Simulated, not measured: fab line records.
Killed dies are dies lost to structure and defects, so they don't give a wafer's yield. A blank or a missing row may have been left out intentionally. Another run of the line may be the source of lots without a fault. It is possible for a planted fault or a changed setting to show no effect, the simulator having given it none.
Check for tools in common :: flow ritCmos :: 42 wafers sampled across 14 lots

## THE REASON FOR OPENING IT
2 of 14 lots carry a flag on the reading NSD_TW at RIT_NSD_TW_MEAS_10. No-fault wafers: 3100, standard deviation 27.
Rule: a lot gets a flag if all its wafers with a number sit over 4 standard deviations from that mean, or if no wafer of it has a number. The other lots count as sound.

lot: L563
measured: day 3 07:27
on: filmMetro-02
NSD_TW, wafer by wafer: 3090 3069 3080
flag: 

lot: L564
measured: day 3 11:15
on: filmMetro-01
NSD_TW, wafer by wafer: 3122 3124 3112
flag: 

lot: L565
measured: day 3 17:08
on: filmMetro-01
NSD_TW, wafer by wafer: 3097 3150 3139
flag: 

lot: L566
measured: day 4 02:43
on: filmMetro-02
NSD_TW, wafer by wafer: 3089 3074 3070
flag: 

lot: L567
measured: day 4 04:37
on: filmMetro-02
NSD_TW, wafer by wafer: 3092 3075 3072
flag: 

lot: L569
measured: day 4 13:11
on: filmMetro-02
NSD_TW, wafer by wafer: 3469 3433 3450
flag: FLAGGED

lot: L574
measured: day 5 22:13
on: filmMetro-02
NSD_TW, wafer by wafer: 3436 3443 3453
flag: FLAGGED

lot: L575
measured: day 6 00:13
on: filmMetro-01
NSD_TW, wafer by wafer: 3108 3117 3124
flag: 

lot: L578
measured: day 6 17:05
on: filmMetro-02
NSD_TW, wafer by wafer: 3076 3085 3096
flag: 

lot: L580
measured: day 6 20:31
on: filmMetro-02
NSD_TW, wafer by wafer: 3080 3079 3069
flag: 

lot: L581
measured: day 7 05:20
on: filmMetro-03
NSD_TW, wafer by wafer: 3125 3135 3127
flag: 

lot: L582
measured: day 7 10:32
on: filmMetro-01
NSD_TW, wafer by wafer: 3085 3100 3095
flag: 

lot: L584
measured: day 8 00:35
on: filmMetro-01
NSD_TW, wafer by wafer: 3111 3124 3104
flag: 

lot: L585
measured: day 8 03:09
on: filmMetro-03
NSD_TW, wafer by wafer: 3139 3127 3133
flag: 
On average the flagged lots' numbers are 3447, which is +347 against the usual, or +13 standard deviations.

## TOOL THAT RAN EACH LOT
The record holds 1 process step before the reading, out of a route of 202 steps. Every cell lists first the tool, next ch and the chambers used by the sampled wafers, and last the start.
lot: L563
flag: 
RIT_NSD_IMPLANT_08: implanter-04 ch 0, day 3 07:08

lot: L564
flag: 
RIT_NSD_IMPLANT_08: implanter-02 ch 0, day 3 10:56

lot: L565
flag: 
RIT_NSD_IMPLANT_08: implanter-02 ch 0, day 3 16:50

lot: L566
flag: 
RIT_NSD_IMPLANT_08: implanter-04 ch 0, day 4 02:23

lot: L567
flag: 
RIT_NSD_IMPLANT_08: implanter-04 ch 0, day 4 04:19

lot: L569
flag: FLAGGED
RIT_NSD_IMPLANT_08: implanter-02 ch 0, day 4 12:51

lot: L574
flag: FLAGGED
RIT_NSD_IMPLANT_08: implanter-02 ch 0, day 5 21:53

lot: L575
flag: 
RIT_NSD_IMPLANT_08: implanter-03 ch 0, day 5 23:54

lot: L578
flag: 
RIT_NSD_IMPLANT_08: implanter-03 ch 0, day 6 16:46

lot: L580
flag: 
RIT_NSD_IMPLANT_08: implanter-04 ch 0, day 6 20:12

lot: L581
flag: 
RIT_NSD_IMPLANT_08: implanter-03 ch 0, day 7 05:02

lot: L582
flag: 
RIT_NSD_IMPLANT_08: implanter-04 ch 0, day 7 10:14

lot: L584
flag: 
RIT_NSD_IMPLANT_08: implanter-02 ch 0, day 8 00:16

lot: L585
flag: 
RIT_NSD_IMPLANT_08: implanter-03 ch 0, day 8 02:52
What is done by these steps:
- RIT_NSD_IMPLANT_08
- RIT_NSD_TW_MEAS_10

## FLAGGED OVER TOTAL, TOOL BY TOOL (the gauges that took the reading come last)
step: RIT_NSD_IMPLANT_08
tool: implanter-02
lots run: 5
flagged: 2
share of the flagged lots: all
sound lots run after its first flagged lot: 1 (L584)

step: RIT_NSD_IMPLANT_08
tool: implanter-03
lots run: 4
flagged: 0
share of the flagged lots: none
sound lots run after its first flagged lot: -

step: RIT_NSD_IMPLANT_08
tool: implanter-04
lots run: 5
flagged: 0
share of the flagged lots: none
sound lots run after its first flagged lot: -

step: RIT_NSD_TW_MEAS_10
tool: filmMetro-01
lots run: 5
flagged: 0
share of the flagged lots: none
sound lots run after its first flagged lot: -

step: RIT_NSD_TW_MEAS_10
tool: filmMetro-02
lots run: 7
flagged: 2
share of the flagged lots: all
sound lots run after its first flagged lot: 2 (L578,L580)

step: RIT_NSD_TW_MEAS_10
tool: filmMetro-03
lots run: 2
flagged: 0
share of the flagged lots: none
sound lots run after its first flagged lot: -

## THE TABLE: WHAT IT ALLOWS
Rows of the table that ran all the flagged lots, 2 in number: implanter-02 at RIT_NSD_IMPLANT_08; filmMetro-02 at RIT_NSD_TW_MEAS_10.
- implanter-02 at RIT_NSD_IMPLANT_08: 2 of its 5 lots flagged. After the first flagged lot (L584), sound lots still ran on it; a lasting fault on the whole tool would not permit that. Its own readings lie more than 4 standard deviations out on every wafer of the flagged lots: doseIonsCm2, faradayCurrentUA.
- filmMetro-02 at RIT_NSD_TW_MEAS_10: 2 of its 7 lots flagged. After the first flagged lot (L578, L580), sound lots still ran on it; a lasting fault on the whole tool would not permit that.
Not one row of the table ran every flagged lot while running no sound lot after the first.

## WHAT THE SIMULATOR HAD INSERTED
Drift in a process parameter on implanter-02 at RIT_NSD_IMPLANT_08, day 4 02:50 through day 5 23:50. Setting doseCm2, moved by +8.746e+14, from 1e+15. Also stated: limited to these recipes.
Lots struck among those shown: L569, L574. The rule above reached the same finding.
